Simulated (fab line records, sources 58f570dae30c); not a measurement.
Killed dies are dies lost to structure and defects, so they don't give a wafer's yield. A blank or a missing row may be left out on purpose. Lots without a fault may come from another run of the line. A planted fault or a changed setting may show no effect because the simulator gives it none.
Problem report in the 8D (eight disciplines) form, filled by code | flow berkeley_cmos170 | the parts of the form that need people (team, actions taken, sign-off) are left out

1. THE PROBLEM
cathode_dc_power_W at UCB170_M1_SPUTTER_00 reads a mean of 6238.2 W on 2 wafers of 2 lots; wafers without a fault read 6000.1 W with a standard deviation of 1.1. That is +99 or more standard deviations from the usual mean.
The step: material Al, target thk 600 nm, time 80 s.
First seen on wafer L603.3, day 11 12:28, on pvd_sputter-01. The record holds 18 wafers of 6 lots with a number at this step. Rule for "out", or "out of limits": more than 4 standard deviations from the usual mean. The other wafers with a number count as sound.

2. WHAT IT IS AND WHAT IT IS NOT
question                    | is                 | is not
which readings at this step | cathode_dc_power_W | throttle_valve_pct
which lots                  | L603, L605         | L591, L592, L607, L611
which wafers of those lots  | L603.3, L605.1     | L603.1, L603.2, L605.2, L605.6
read on which tools         | pvd_sputter-01     | pvd_sputter-04
when                        | from day 11 12:28  | up to then (8 sound wafers); but 8 sound wafers of L605, L607, L611 came after

3. SUSPECTS, AND WHAT RULES EACH OUT
Counting: a tool at a process step up to the reading stays a suspect if it ran every lot that is out. Sound lots after the first of them don't rule it out here, since some wafers of a struck lot are sound.
- pvd_sputter-01 at UCB170_M1_SPUTTER_00 (material Al, target thk 600 nm, time 80 s): kept. It ran every lot that is out, first L603 (day 11 12:28); its last sound lot up to then is L592 (day 9 12:05). Its own readings are out on those wafers: cathode_dc_power_W.
Left after counting: pvd_sputter-01 at UCB170_M1_SPUTTER_00.

4. THE CAUSE (what the simulator had put in)
Process parameter drift: pvd_sputter-01, from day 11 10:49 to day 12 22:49, at UCB170_M1_SPUTTER_00. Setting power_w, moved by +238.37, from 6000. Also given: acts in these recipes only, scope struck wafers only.
Counting left only this tool.

5. THE CHAIN OF EFFECTS, in route order
Each row: a reading whose mean over the struck wafers that have a number lies more than 3 standard deviations from the usual. Only readings for which the record gives a usual standard deviation are gone through. hours: the time from each lot's start at the first step in this table that gives one to its start at this step, as a median over the lots. sigmas: the change in usual standard deviations.
hours | step                 | reading            | usual    | on struck wafers | change | sigmas
0     | UCB170_M1_SPUTTER_00 | cathode_dc_power_W | 6000.1 W | 6238.2           | +238.1 | +99 or more
The process steps in it:
- UCB170_M1_SPUTTER_00: material Al, target thk 600 nm, time 80 s.
Later measuring or inspecting steps at which every struck wafer that the step has a row for has a number for every such reading, and none has moved that far: UCB170_M1_RS_MEAS_01, UCB170_M1_THK_MEAS_02, UCB170_M1_CD_MEAS_09, UCB170_M1_OVL_MEAS_10.

6. WHAT WOULD HAVE CAUGHT IT SOONER
In this record the first reading out of limits was taken at day 11 12:28, 2 hours after the fault began at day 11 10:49.
